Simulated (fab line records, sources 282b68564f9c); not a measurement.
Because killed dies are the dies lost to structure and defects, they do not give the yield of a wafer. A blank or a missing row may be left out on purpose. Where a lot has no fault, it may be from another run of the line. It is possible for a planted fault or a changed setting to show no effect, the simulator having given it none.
fab line records | flow ritCmos
[record] lots = 7 wafers = 21 lastDay = 7
route steps=202 shown GATE@96 REOX@98 NLDD@103 PLDD@114 SPACER@125 NSD@131 CONTACT@179 M1@202
lots that met no fault: from a run of the same line without faults
startH: hours from the record's first day to the start of the lot's first wafer shown | waitH: hours elapsed since this lot's preceding step | " identical to the entry in the row above | L1.1+2: several wafers, shown together as one row | - no value, or no start given | * or withheld: withheld | < > ~ a bound
route shown NAME@n: NAME is a module with steps in the file, n the number in the route of the first one | usual: the fault-free wafers' mean and standard deviation | same: alike in all rows | chamber/n: place in a boat | sites: per-site readings | _std_site: standard deviation across them | _edge_site: inner sites' mean taken away from outer sites' mean | radiusMm: how far each site lies from the wafer's centre | mask NAME#n: copy n | behind: the most recent tool/chamber to have shaped the wafer | hold: why the lot was held/for how many hours/how that ended | device: names the non-switching transistor (n, p or np) | end of line: the route-end tests of the same wafers | a step without rows: its recipe alone | killed: at the first sort, the dies lost to defects and structure; wafer yield is something else | map: the dies of a wafer, with x for killed, . for not killed, _ for no die there
set.NAME: the setting that was run; set.NAME@STEP: the one run at that earlier step | model.NAME: the simulator's own value behind a step, which no gauge read
lots at some steps of the route; a table a step, a row a wafer
services: from which hour (startH, from the record's first day; less than 0 if before it) a tool's chamber was out of use, for how many hours, and why
[[steps]]
[step RIT_GATE_STRIP_20]
[recipe] chemistry = O2 timeS = 180 resist = NOVOLAK platenTempC = withheld powerW = 500 pressureMtorr = 4000 o2FlowSccm = 4000
[usual] drypumpMotorCurrentA = 5.9/0.5
// columns lot.wafer tool chamber startH waitH drypumpMotorCurrentA rfHoursCounterH
L878.2 plasmaAsher-01 0 94.22 0.1 5.0 31
L878.4 " 1 " " 6.6 -
L878.6 " 0 " " 5.0 -
L879.3 plasmaAsher-02 0 97.30 0.1 5.8 -
L879.4 " 1 " " 5.9 -
L879.6 " 0 " " 5.8 -
L881.1 plasmaAsher-04 1 106.28 0.1 6.2 46
L881.2 " 0 " " 5.8 46
L881.6 " 0 " " 5.8 -
L883.1 plasmaAsher-02 0 114.26 0.1 5.9 50
L883.4 " 1 " " 5.9 -
L883.6 " 0 " " 5.9 -
L886.2 plasmaAsher-02 1 128.06 0.1 5.9 51
L886.3 " 1 " " 5.8 -
L886.6 " 1 " " 5.9 -
L887.1 plasmaAsher-01 1 133.87 0.1 6.6 34
L887.3 " 1 " " 6.6 -
L887.6 " 1 " " 6.6 -
L890.2 plasmaAsher-01 1 148.97 0.1 6.6 35
L890.4 " 0 " " 4.9 -
L890.5 " 0 " " 4.9 -
[step RIT_GATE_CD_MEAS_90]
[recipe] targetCdNm = 150
[usual] cdNm = 150.0/2.1
// columns lot.wafer tool chamber startH waitH cdNm
L878.2 cdSem-02 - 94.42 0.1 151.1
L878.4 " - " " 149.5
L878.6 " - " " 150.7
L879.3 cdSem-01 - 97.46 0.1 152.1
L879.4 " - " " 152.7
L879.6 " - " " 150.9
L881.1 cdSem-01 - 106.46 0.1 149.5
L881.2 " - " " 148.4
L881.6 " - " " 150.2
L883.1 cdSem-01 - 114.43 0.1 146.8
L883.4 " - " " 150.2
L883.6 " - " " 149.6
L886.2 cdSem-02 - 128.25 0.1 150.1
L886.3 " - " " 150.0
L886.6 " - " " 151.6
L887.1 cdSem-01 - 134.04 0.1 155.8
L887.3 " - " " 153.4
L887.6 " - " " 152.7
L890.2 cdSem-01 - 149.16 0.1 147.7
L890.4 " - " " 149.1
L890.5 " - " " 146.6
[step RIT_REOX_CLEAN_00]
[recipe] chemistry = SC1 mix = 3:3:50 timeS = 600 tempC = 75
[step RIT_REOX_CLEAN_01]
[recipe] chemistry = dHF dilution = 50:1 timeS = 30
[step RIT_REOX_CLEAN_02]
[recipe] chemistry = SC2 mix = 3:3:50 timeS = 600 tempC = 75 dry = n2Spin
[step RIT_REOX_OXIDATION_03]
[recipe] tempC = 900 ambient = O2 targetThkA = 252 oxTimeS = 5580
[step RIT_REOX_THK_MEAS_04]
[recipe] reads = SiO2_of_REOX_OXIDATION_03
[usual] REOX_OXIDE_THK = 25.2/0.42
// columns lot.wafer tool chamber startH waitH REOX_OXIDE_THK[nm]
L878.2 filmMetro-01 - 97.93 0.0 25.7
L878.4 " - " " 25.4
L878.6 " - " " 25.0
L879.3 filmMetro-03 - 100.47 0.0 25.4
L879.4 " - " " 25.9
L879.6 " - " " 25.9
L881.1 filmMetro-01 - 110.22 0.0 24.3
L881.2 " - " " 24.8
L881.6 " - " " 24.5
L883.1 filmMetro-01 - 118.70 0.0 25.5
L883.4 " - " " 25.8
L883.6 " - " " 25.9
L886.2 filmMetro-01 - 132.79 0.0 24.9
L886.3 " - " " 24.9
L886.6 " - " " 25.4
L887.1 filmMetro-01 - 137.92 0.0 25.6
L887.3 " - " " 25.7
L887.6 " - " " 25.9
L890.2 filmMetro-01 - 152.61 0.0 24.9
L890.4 " - " " 24.7
L890.5 " - " " 24.7
[step RIT_NLDD_HMDS_00]
[recipe] primeTimeS = 60 primeTempC = 140
[step RIT_NLDD_COAT_01]
[recipe] resist = NOVOLAK spinRpm = 3250 resistThkNm = 1000
[step RIT_NLDD_SOFTBAKE_02]
[recipe] resist = NOVOLAK tempC = 90 timeS = 60
[step RIT_NLDD_EXPOSE_03]
[recipe] maskId = M7 na = 0.57 targetCdNm = 40700 doseMj = 250
[step RIT_NLDD_PEB_04]
[recipe] resist = NOVOLAK tempC = withheld timeS = withheld
[step RIT_NLDD_DEVELOP_05]
[recipe] resist = NOVOLAK developTimeS = 50 devTempC = 23
[usual] developerTempC = 23.02/0.11
// columns lot.wafer tool chamber startH waitH developerTempC
L878.2 lithoTrack-01 0 98 - 23.05
L878.4 " 0 " " 22.93
L878.6 " 0 " " 23.23
L879.3 lithoTrack-01 0 101 - 22.95
L879.4 " 0 " " 23.00
L879.6 " 0 " " 23.00
L881.1 lithoTrack-01 0 110 - 23.06
L881.2 " 0 111 - 23.00
L881.6 " 0 " " 22.96
L883.1 lithoTrack-02 0 119 - 22.80
L883.4 " 0 " " 22.94
L883.6 " 0 " " 22.94
L886.2 lithoTrack-02 0 133 - 23.87
L886.3 " 0 " " 23.88
L886.6 " 0 " " 23.82
L887.1 lithoTrack-02 0 138 - 23.86
L887.3 " 0 " " 23.79
L887.6 " 0 " " 24.01
L890.2 lithoTrack-02 0 153 - 23.74
L890.4 " 0 " " 23.88
L890.5 " 0 " " 23.69
[step RIT_NLDD_OVL_MEAS_06]
[usual] NLDD_OVL = 1.4/1.3
// columns lot.wafer tool chamber startH waitH NLDD_OVL[nm]
L878.2 overlay-01 - 98.84 - 2.1
L878.4 " - " " 0.4
L878.6 " - " " 1.5
L879.3 overlay-01 - 101.50 - 0.6
L879.4 " - " " 1.8
L879.6 " - " " 3.4
L881.1 overlay-01 - 111.13 - 2.1
L881.2 " - " " 3.0
L881.6 " - " " 0.7
L883.1 overlay-02 - 119.61 - 3.4
L883.4 " - " " 0.2
L883.6 " - " " 2.9
L886.2 overlay-01 - 133.70 - 1.9
L886.3 " - " " 2.1
L886.6 " - " " 0.3
L887.1 overlay-01 - 138.95 - 1.6
L887.3 " - " " 0.6
L887.6 " - " " 1.4
L890.2 overlay-02 - 153.52 - -0.7
L890.4 " - " " 0.4
L890.5 " - " " -0.9
[step RIT_NLDD_HARDBAKE_07]
[recipe] resist = NOVOLAK tempC = 140 timeS = 60
[step RIT_NLDD_IMPLANT_08]
[recipe] species = P energyKev = 20 doseCm2 = 5e+14 tiltDeg = 7
[step RIT_NLDD_STRIP_09]
[recipe] chemistry = O2 timeS = 180 resist = NOVOLAK platenTempC = withheld powerW = 500 pressureMtorr = 4000 o2FlowSccm = 4000
[usual] drypumpMotorCurrentA = 5.8/0.32
// columns lot.wafer tool chamber startH waitH drypumpMotorCurrentA rfHoursCounterH
L878.2 plasmaAsher-04 0 99.17 0.1 5.8 45
L878.4 " 0 " " 5.7 -
L878.6 " 1 " " 6.2 -
L879.3 plasmaAsher-03 0 101.88 0.1 5.5 -
L879.4 " 1 " " 5.2 -
L879.6 " 0 " " 5.6 -
L881.1 plasmaAsher-02 1 111.46 0.1 5.9 49
L881.2 " 0 " " 5.8 49
L881.6 " 1 " " 5.9 -
L883.1 plasmaAsher-04 1 119.94 0.1 6.2 0
L883.4 " 0 " " 5.7 -
L883.6 " 1 " " 6.2 -
L886.2 plasmaAsher-04 0 134.03 0.1 5.8 2
L886.3 " 0 " " 5.8 -
L886.6 " 0 " " 5.7 -
L887.1 plasmaAsher-04 0 139.29 0.1 5.8 2
L887.3 " 1 " " 6.2 -
L887.6 " 1 " " 6.2 -
L890.2 plasmaAsher-02 1 153.85 0.1 5.9 54
L890.4 " 1 " " 5.9 -
L890.5 " 1 " " 5.9 -
[step RIT_NLDD_TW_MEAS_10]
[usual] NLDD_TW = 2479/22
// columns lot.wafer tool chamber startH waitH NLDD_TW
L878.2 filmMetro-04 - 99.35 0.1 2482
L878.4 " - " " 2482
L878.6 " - " " 2479
L879.3 filmMetro-02 - 102.02 0.1 2495
L879.4 " - " " 2506
L879.6 " - " " 2509
L881.1 filmMetro-03 - 111.64 0.1 2452
L881.2 " - " " 2459
L881.6 " - " " 2461
L883.1 filmMetro-04 - 120.12 0.1 2480
L883.4 " - " " 2457
L883.6 " - " " 2474
L886.2 filmMetro-04 - 134.21 0.1 2470
L886.3 " - " " 2460
L886.6 " - " " 2489
L887.1 filmMetro-03 - 139.46 0.1 2457
L887.3 " - " " 2448
L887.6 " - " " 2442
L890.2 filmMetro-04 - 154.03 0.1 2495
L890.4 " - " " 2472
L890.5 " - " " 2491
[step RIT_PLDD_HMDS_00]
[recipe] primeTimeS = 60 primeTempC = 140
[step RIT_PLDD_COAT_01]
[recipe] resist = NOVOLAK spinRpm = 3250 resistThkNm = 1000
[step RIT_PLDD_SOFTBAKE_02]
[recipe] resist = NOVOLAK tempC = 90 timeS = 60
[step RIT_PLDD_EXPOSE_03]
[recipe] maskId = M8 na = 0.57 targetCdNm = 40900 doseMj = 250
[step RIT_PLDD_PEB_04]
[recipe] resist = NOVOLAK tempC = withheld timeS = withheld
[step RIT_PLDD_DEVELOP_05]
[recipe] resist = NOVOLAK developTimeS = 50 devTempC = 23
[step RIT_PLDD_OVL_MEAS_06]
[usual] PLDD_OVL = 0.7/1.3
// columns lot.wafer tool chamber startH waitH PLDD_OVL[nm]
L878.2 overlay-02 - 100.39 - 1.8
L878.4 " - " " 2.8
L878.6 " - " " 1.8
L879.3 overlay-01 - 103.05 - 1.9
L879.4 " - " " 2.4
L879.6 " - " " 2.8
L881.1 overlay-02 - 113.02 - 1.7
L881.2 " - " " 0.2
L881.6 " - " " -0.2
L883.1 overlay-02 - 121.17 - 2.4
L883.4 " - " " 2.2
L883.6 " - " " 1.4
L886.2 overlay-01 - 135.24 - 1.7
L886.3 " - " " 0.9
L886.6 " - " " 1.0
L887.1 overlay-02 - 140.50 - 1.9
L887.3 " - " " -0.1
L887.6 " - " " 0.4
L890.2 overlay-02 - 154.94 - 0.6
L890.4 " - " " 1.0
L890.5 " - " " -0.6
[step RIT_PLDD_HARDBAKE_07]
[recipe] resist = NOVOLAK tempC = 140 timeS = 60
[step RIT_PLDD_IMPLANT_08]
[recipe] species = BF2 energyKev = 20 doseCm2 = 9e+14 tiltDeg = 7
[step RIT_PLDD_STRIP_09]
[recipe] chemistry = O2 timeS = 180 resist = NOVOLAK platenTempC = withheld powerW = 500 pressureMtorr = 4000 o2FlowSccm = 4000
[usual] drypumpMotorCurrentA = 5.7/0.51
// columns lot.wafer tool chamber startH waitH drypumpMotorCurrentA rfHoursCounterH
L878.2 plasmaAsher-03 1 100.72 0.1 5.2 43
L878.4 " 1 " " 5.2 -
L878.6 " 1 " " 5.2 -
L879.3 plasmaAsher-03 0 103.43 0.1 5.5 -
L879.4 " 1 " " 5.2 -
L879.6 " 1 " " 5.2 -
L881.1 plasmaAsher-03 1 113.36 0.1 5.2 45
L881.2 " 0 " " 5.5 45
L881.6 " 1 " " 5.2 -
L883.1 plasmaAsher-04 0 121.51 0.1 5.7 1
L883.4 " 0 " " 5.8 -
L883.6 " 1 " " 6.2 -
L886.2 plasmaAsher-04 0 135.57 0.1 5.8 2
L886.3 " 0 " " 5.7 -
L886.6 " 0 " " 5.8 -
L887.1 plasmaAsher-03 0 140.83 0.1 5.6 49
L887.3 " 0 " " 5.5 -
L887.6 " 1 " " 5.2 -
L890.2 plasmaAsher-03 1 155.27 0.1 5.2 51
L890.4 " 1 " " 5.2 -
L890.5 " 1 " " 5.2 -
[step RIT_PLDD_TW_MEAS_10]
[usual] PLDD_TW = 2333/24
// columns lot.wafer tool chamber startH waitH PLDD_TW
L878.2 filmMetro-04 - 100.90 0.1 2340
L878.4 " - " " 2335
L878.6 " - " " 2338
L879.3 filmMetro-04 - 103.56 0.1 2348
L879.4 " - " " 2333
L879.6 " - " " 2336
L881.1 filmMetro-03 - 113.53 0.1 2324
L881.2 " - " " 2320
L881.6 " - " " 2310
L883.1 filmMetro-03 - 121.68 0.1 2308
L883.4 " - " " 2298
L883.6 " - " " 2299
L886.2 filmMetro-03 - 135.76 0.1 2291
L886.3 " - " " 2295
L886.6 " - " " 2313
L887.1 filmMetro-03 - 141.01 0.1 2309
L887.3 " - " " 2301
L887.6 " - " " 2297
L890.2 filmMetro-03 - 155.45 0.1 2327
L890.4 " - " " 2330
L890.5 " - " " 2320
[step RIT_SPACER_CLEAN_00]
[recipe] chemistry = SC1 mix = 3:3:50 timeS = 600 tempC = 75
[step RIT_SPACER_CLEAN_01]
[recipe] chemistry = dHF dilution = 50:1 timeS = 30
[step RIT_SPACER_CLEAN_02]
[recipe] chemistry = SC2 mix = 3:3:50 timeS = 600 tempC = 75 dry = n2Spin
[step RIT_SPACER_CVD_03]
[recipe] material = Si3N4 targetThkNm = 250 tempC = 810 precursor = SiH2Cl2/NH3 timeS = 3300 pressureMtorr = 300 sih2cl2FlowSccm = 60 nh3FlowSccm = 150
[step RIT_SPACER_THK_MEAS_04]
[recipe] reads = Si3N4_of_SPACER_CVD_03
[usual] SPACER_NITRIDE_THK = 251.0/2.4
// columns lot.wafer tool chamber startH waitH SPACER_NITRIDE_THK[nm]
L878.2 filmMetro-02 - 103.24 0.0 252.2
L878.4 " - " " 250.1
L878.6 " - " " 251.2
L879.3 filmMetro-02 - 105.91 0.0 252.3
L879.4 " - " " 253.3
L879.6 " - " " 251.6
L881.1 filmMetro-02 - 115.88 0.0 249.5
L881.2 " - " " 249.1
L881.6 " - " " 246.8
L883.1 filmMetro-02 - 124.03 0.0 251.8
L883.4 " - " " 251.9
L883.6 " - " " 253.4
L886.2 filmMetro-02 - 138.14 0.0 247.9
L886.3 " - " " 249.1
L886.6 " - " " 250.5
L887.1 filmMetro-01 - 143.38 0.0 253.4
L887.3 " - " " 254.5
L887.6 " - " " 255.1
L890.2 filmMetro-02 - 157.80 0.0 251.6
L890.4 " - " " 250.9
L890.5 " - " " 252.0
[step RIT_SPACER_ETCHBACK_05]
[recipe] targetDepthA = 2500 SF6_flow_sccm = 30 CHF3_flow_sccm = 30 target = Si3N4 chemistry = SF6/CHF3 pressureMtorr = 40 rfW = 250 timeS = 240 stopOn = SiO2
[usual] CHF3_flow_sccm = 30.00/0.089 drypumpMotorCurrentA = 5.6/0.58 oesProductAu = 0.846/0.012 throttleValvePct = 10.32/0.15
// columns lot.wafer tool chamber startH waitH CHF3_flow_sccm drypumpMotorCurrentA oesProductAu rfHoursCounterH throttleValvePct
L878.2 rieDiel-01 2 103.29 0.0 30.06 5.7 0.858 7 10.11
L878.4 " 1 " " 30.09 5.2 0.846 - 10.21
L878.6 " 2 " " 29.95 5.7 0.848 - 10.12
L879.3 rieDiel-01 3 105.95 0.0 30.10 4.9 0.853 129 10.39
L879.4 " 1 " " 30.05 5.2 0.848 - 10.20
L879.6 " 3 " " 29.98 4.9 0.857 - 10.38
L881.1 rieDiel-03 0 115.94 0.1 29.99 5.9 0.840 44 10.34
L881.2 " 3 " " 29.99 6.2 0.862 0 10.05
L881.6 " 2 " " 30.07 5.6 0.841 - 10.28
L883.1 rieDiel-01 2 124.09 0.1 29.96 5.7 0.850 7 10.14
L883.4 " 3 " " 30.05 4.9 0.849 129 10.39
L883.6 " 0 " " 29.82 4.7 0.868 - 10.52
L886.2 rieDiel-01 2 138.19 0.0 29.91 5.7 0.840 8 10.12
L886.3 " 1 " " 29.98 5.2 0.831 153 10.21
L886.6 " 1 " " 29.89 5.2 0.837 - 10.20
L887.1 rieDiel-04 1 143.44 0.1 30.07 4.8 0.830 71 10.26
L887.3 " 2 " " 29.96 5.3 0.865 131 10.48
L887.6 " 2 " " 30.10 5.3 0.868 - 10.46
L890.2 rieDiel-04 1 157.85 0.0 30.12 4.8 0.829 71 10.27
L890.4 " 2 " " 30.00 5.3 0.859 131 10.48
L890.5 " 0 " " 30.12 6.5 0.852 - 10.49
[step RIT_NSD_HMDS_00]
[recipe] primeTimeS = 60 primeTempC = 140
[step RIT_NSD_COAT_01]
[recipe] resist = NOVOLAK spinRpm = 3250 resistThkNm = 1000
[step RIT_NSD_SOFTBAKE_02]
[recipe] resist = NOVOLAK tempC = 90 timeS = 60
[step RIT_NSD_EXPOSE_03]
[recipe] maskId = M9 na = 0.57 targetCdNm = 40700 doseMj = 250
[step RIT_NSD_PEB_04]
[recipe] resist = NOVOLAK tempC = withheld timeS = withheld
[step RIT_NSD_DEVELOP_05]
[recipe] resist = NOVOLAK developTimeS = 50 devTempC = 23
[step RIT_NSD_OVL_MEAS_06]
[usual] NSD_OVL = 0.1/1.3
// columns lot.wafer tool chamber startH waitH NSD_OVL[nm]
L878.2 overlay-01 - 104.30 - -0.7
L878.4 " - " " -0.6
L878.6 " - " " 1.3
L879.3 overlay-02 - 106.96 - 1.9
L879.4 " - " " 0.0
L879.6 " - " " 1.6
L881.1 overlay-01 - 117.06 - -0.3
L881.2 " - " " -0.6
L881.6 " - " " 1.4
L883.1 overlay-01 - 125.16 - 1.9
L883.4 " - " " 2.2
L883.6 " - " " 1.3
L886.2 overlay-02 - 139.24 - -2.1
L886.3 " - " " -1.8
L886.6 " - " " -3.0
L887.1 overlay-01 - 144.44 - 0.2
L887.3 " - " " -0.4
L887.6 " - " " -0.8
L890.2 overlay-01 - 158.85 - -0.1
L890.4 " - " " 0.3
L890.5 " - " " 0.9
[step RIT_CONTACT_ETCH_11]
[recipe] targetDepthA = 4800 overEtchFrac = 0.2 stopOn = TiSi2 chemistry = CHF3/CF4/Ar target = SiO2 CHF3_flow_sccm = 50 cf4FlowSccm = 10 Ar_flow_sccm = 100 O2_flow_sccm = 5 pressureMtorr = 100 rfW = 200 timeS = 320
[usual] CHF3_flow_sccm = 50.00/0.15 drypumpMotorCurrentA = 5.5/0.47 mfcArSccm = 99.98/0.3 oesProductAu = 0.991/0.01 throttleValvePct = 8.87/0.13
// columns lot.wafer tool chamber startH waitH CHF3_flow_sccm drypumpMotorCurrentA mfcArSccm oesProductAu rfHoursCounterH throttleValvePct model.CONTACT.cdNm
L878.2 rieDiel-03 1 109.22 0.1 50.07 5.3 99.66 0.986 20 9.01 1002
L878.4 " 1 " " 50.18 5.3 99.75 0.990 - 9.00 1000
L878.6 " 2 " " 49.62 5.6 99.68 0.990 - 8.86 1003
L879.3 rieDiel-01 1 112.24 0.1 50.20 5.2 99.68 0.988 152 8.81 999.4
L879.4 " 1 " " 50.09 5.2 99.81 0.984 - 8.81 999.6
L879.6 " 3 " " 50.05 4.9 99.98 1.002 - 8.94 1002
L881.1 rieDiel-02 3 121.99 0.1 50.08 6.2 100.21 0.981 44 8.94 999.7
L881.2 " 0 " " 49.63 6.3 100.56 0.983 13 8.89 999
L881.6 " 2 " " 49.88 6.0 99.81 0.987 - 8.77 998.9
L883.1 rieDiel-03 2 130.42 0.1 50.19 5.6 100.44 0.991 4 8.87 997.2
L883.4 " 3 " " 50.05 6.1 100.45 1.013 0 8.61 996.8
L883.6 " 1 " " 50.21 5.3 100.36 0.994 - 9.01 998.3
L886.2 rieDiel-01 2 144.35 0.1 49.95 5.7 100.07 0.995 8 8.71 1004
L886.3 " 1 " " 49.87 5.2 100.18 0.976 153 8.81 1004
L886.6 " 1 " " 49.76 5.2 100.00 0.983 - 8.82 1002
L887.1 rieDiel-03 2 149.67 0.1 50.05 5.6 100.58 0.992 4 8.88 975.4
L887.3 " 1 " " 50.11 5.3 100.29 1.000 21 9.01 974.7
L887.6 " 2 " " 49.88 5.6 100.25 0.993 - 8.87 975.2
L890.2 rieDiel-01 3 164.10 0.1 50.00 5.0 99.99 0.994 130 8.93 1003
L890.4 " 2 " " 50.13 5.7 99.45 0.992 - 8.68 1002
L890.5 " 0 " " 50.11 4.8 99.91 1.009 - 9.06 1003
[step RIT_M1_PROBE_99]
[usual] killedAtContacts = 0.1/0.3 killedAtFrontEnd = 6.9/2.9 killedDies = 7.0/2.9 killedOpen = 3.3/2 killedShort = 3.7/2
[same] grossDies = 264 killed_at_M0_to_M3 = 0 killed_at_M4_up = 0 killedAtBackSide = 0 killedAtOther = 0
// columns lot.wafer tool chamber startH waitH killedAtContacts killedAtFrontEnd killedDies killedOpen killedShort model.etest.contactToGate.bvRightV model.etest.contactToGate.bvLeftV
L878.2 prober-02 - 114.57 0.1 0 15 15 7 8 91.15 88.42
L878.4 prober-02 - 114.67 0.2 0 13 13 5 8 89.73 90.98
L878.6 prober-02 - 114.77 0.2 0 9 9 4 5 88.61 88.58
L879.3 prober-01 - 117.33 0.2 0 4 4 1 3 91.7 91.13
L879.4 prober-01 - 117.38 0.2 0 8 8 3 5 93.86 90.07
L879.6 prober-01 - 117.48 0.2 0 5 5 3 2 90.27 89.09
L881.1 prober-01 - 127.16 0.1 0 6 6 3 3 89.73 92.63
L881.2 prober-01 - 127.21 0.1 0 11 11 2 9 93.31 92.09
L881.6 prober-01 - 127.41 0.2 0 10 10 5 5 89.61 86.73
L883.1 prober-01 - 135.41 0.1 0 7 7 2 5 93.11 91.65
L883.4 prober-01 - 135.56 0.2 0 3 3 1 2 91.49 91.18
L883.6 prober-01 - 135.66 0.2 0 7 7 5 2 89.73 90.17
L886.2 prober-02 - 149.38 0.1 0 7 7 2 5 88.31 87.92
L886.3 prober-02 - 149.43 0.2 0 6 6 1 5 90.55 91.08
L886.6 prober-02 - 149.58 0.2 0 7 7 4 3 88.38 91
L887.1 prober-01 - 154.54 0.1 1 6 7 3 4 94.33 94.28
L887.3 prober-01 - 154.64 0.2 0 7 7 3 4 93.91 94.89
L887.6 prober-01 - 154.79 0.2 1 4 5 2 3 94.7 98.26
L890.2 prober-01 - 169.11 0.1 0 6 6 4 2 87.17 88.74
L890.4 prober-01 - 169.21 0.2 0 4 4 2 2 88.42 91.25
L890.5 prober-01 - 169.26 0.2 0 2 2 1 1 91.14 88.94
// killed by level:class
L878.2 GATE:geometricParticle:open=4 SPACER:geometricParticle:short=3 FOX1:geometricParticle:short=2 SPACER:geometricParticle:open=2 GATE:geometricParticle:short=1 SILICIDE:geometricParticle:short=1 STARTING-WAFER:geometricParticle:open=1 STARTING-WAFER:geometricParticle:short=1
L878.4 GATE:geometricParticle:short=4 GATE:geometricParticle:open=3 SPACER:geometricParticle:short=2 FOX1:geometricParticle:open=1 FOX2:geometricParticle:open=1 REOX:geometricParticle:short=1 SILICIDE:geometricParticle:short=1
L878.6 FOX1:geometricParticle:short=3 SPACER:geometricParticle:open=2 FOX1:geometricParticle:open=1 GATE:geometricParticle:short=1 GATE:geometricParticle:open=1 SPACER:geometricParticle:short=1
L879.3 FOX2:geometricParticle:short=3 REOX:geometricParticle:open=1
L879.4 GATE:geometricParticle:short=3 REOX:geometricParticle:open=2 FOX1:geometricParticle:open=1 FOX2:geometricParticle:short=1 REOX:geometricParticle:short=1
L879.6 FOX1:geometricParticle:short=1 FOX1:geometricParticle:open=1 GATE:geometricParticle:open=1 GATE:geometricParticle:short=1 REOX:geometricParticle:open=1
L881.1 GATE:geometricParticle:short=2 GATE:geometricParticle:open=1 REOX:geometricParticle:short=1 REOX:geometricParticle:open=1 SPACER:geometricParticle:open=1
L881.2 REOX:geometricParticle:short=5 GATE:geometricParticle:short=4 GATE:geometricParticle:open=1 SILICIDE:geometricParticle:open=1
L881.6 GATE:geometricParticle:open=3 FOX1:geometricParticle:short=1 FOX1:geometricParticle:open=1 GATE:geometricParticle:short=1 REOX:geometricParticle:short=1 SPACER:geometricParticle:short=1 SILICIDE:geometricParticle:open=1 SILICIDE:geometricParticle:short=1
L883.1 GATE:geometricParticle:short=2 SPACER:geometricParticle:short=2 FOX1:geometricParticle:short=1 REOX:geometricParticle:open=1 SPACER:geometricParticle:open=1
L883.4 FOX1:geometricParticle:open=1 GATE:geometricParticle:short=1 REOX:geometricParticle:short=1
L883.6 SPACER:geometricParticle:open=2 FOX1:geometricParticle:short=1 FOX1:geometricParticle:open=1 GATE:geometricParticle:short=1 REOX:geometricParticle:open=1 SILICIDE:geometricParticle:open=1
L886.2 SILICIDE:geometricParticle:short=3 SPACER:geometricParticle:short=2 SPACER:geometricParticle:open=1 SILICIDE:geometricParticle:open=1
L886.3 SILICIDE:geometricParticle:short=3 FOX1:geometricParticle:short=1 FOX1:geometricParticle:open=1 FOX2:geometricParticle:short=1
L886.6 ACTIVE:geometricParticle:short=1 FOX1:geometricParticle:open=1 FOX1:geometricParticle:short=1 FOX2:geometricParticle:open=1 GATE:geometricParticle:short=1 GATE:geometricParticle:open=1 SPACER:geometricParticle:open=1
L887.1 GATE:geometricParticle:short=2 SPACER:geometricParticle:open=2 FOX1:geometricParticle:short=1 GATE:geometricParticle:open=1 CONTACT:geometricParticle:short=1
L887.3 GATE:geometricParticle:short=3 FOX1:geometricParticle:short=1 GATE:geometricParticle:open=1 SPACER:geometricParticle:open=1 SILICIDE:geometricParticle:open=1
L887.6 GATE:geometricParticle:open=2 GATE:geometricParticle:short=2 CONTACT:geometricParticle:short=1
L890.2 SILICIDE:geometricParticle:open=2 FOX2:geometricParticle:open=1 GATE:geometricParticle:short=1 SPACER:geometricParticle:open=1 SILICIDE:geometricParticle:short=1
L890.4 SPACER:geometricParticle:short=2 FOX2:geometricParticle:open=1 GATE:geometricParticle:open=1
L890.5 FOX1:geometricParticle:open=1 FOX1:geometricParticle:short=1
[[services]]
// columns tool chamber startH hours kind
plasmaAsher-01 - 78.99 1.2 repair
rieDiel-02 3 87.01 1.5 repair
rieDiel-03 3 90.54 - clean
rieDiel-03 3 90.54 23.7 scheduledDown
rieDiel-03 - 94.00 14.6 pm
rieDiel-01 0 94.53 - clean
rieDiel-01 0 94.53 21.7 scheduledDown
rieDiel-01 0 94.53 21.7 ventCycle
plasmaAsher-04 - 100.62 2.8 pm
plasmaAsher-01 - 101.44 14.6 pm
plasmaAsher-02 - 103.31 2.4 repair
plasmaAsher-04 - 108.75 9.0 pm
plasmaAsher-04 0 108.75 9.0 ventCycle
plasmaAsher-04 1 108.75 9.0 ventCycle
plasmaAsher-04 0 117.75 - clean
plasmaAsher-04 1 117.75 - clean
plasmaAsher-04 - 126.64 2.2 repair
rieDiel-04 3 126.81 10.0 repair
rieDiel-01 3 134.77 19.6 repair
rieDiel-01 2 146.90 9.8 repair
rieDiel-03 2 153.87 3.2 repair
rieDiel-01 1 156.73 - clean
rieDiel-01 1 156.73 13.0 scheduledDown
rieDiel-01 1 156.73 13.0 ventCycle
[[key]]
[firstSign] step = RIT_NLDD_DEVELOP_05 reading = developerTempC direction = up sigmas = 7.6 usual = * struck = *
effect none on later readings
[modelEffect] step = RIT_CONTACT_ETCH_11 value = CONTACT.cdNm without = 1002 struck = 993.7
[modelEffect] step = RIT_M1_PROBE_99 value = etest.contactToGate.bvRightV without = 88.68 struck = 90.77
metAt RIT_NLDD_DEVELOP_05
struckWafers L886.2,L886.3,L886.6,L887.1,L887.3,L887.6,L890.2,L890.4,L890.5
testerLeftOut L886,L887,L890
[loopTrim] step = RIT_CONTACT_EXPOSE_05 setting = dose lots = L887
onsetBetween 119 133
[fault] kind = processParameterDrift tool = lithoTrack-02 chamber = - onsetH = 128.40 steps = RIT_NLDD_DEVELOP_05 channel = devTempC offset = * shape = step endH = 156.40 actsIn = * stated = *
// testerLeftOut: of these lots the tester's yield and bins aren't shown, on N5 and GAA mostly nor the transistor test; their killed dies are dies lost to structure and defects alone, not to doping, threshold or leakage, so they don't give the yield
// loopTrim: a control loop set the setting to another value than it would have without faults
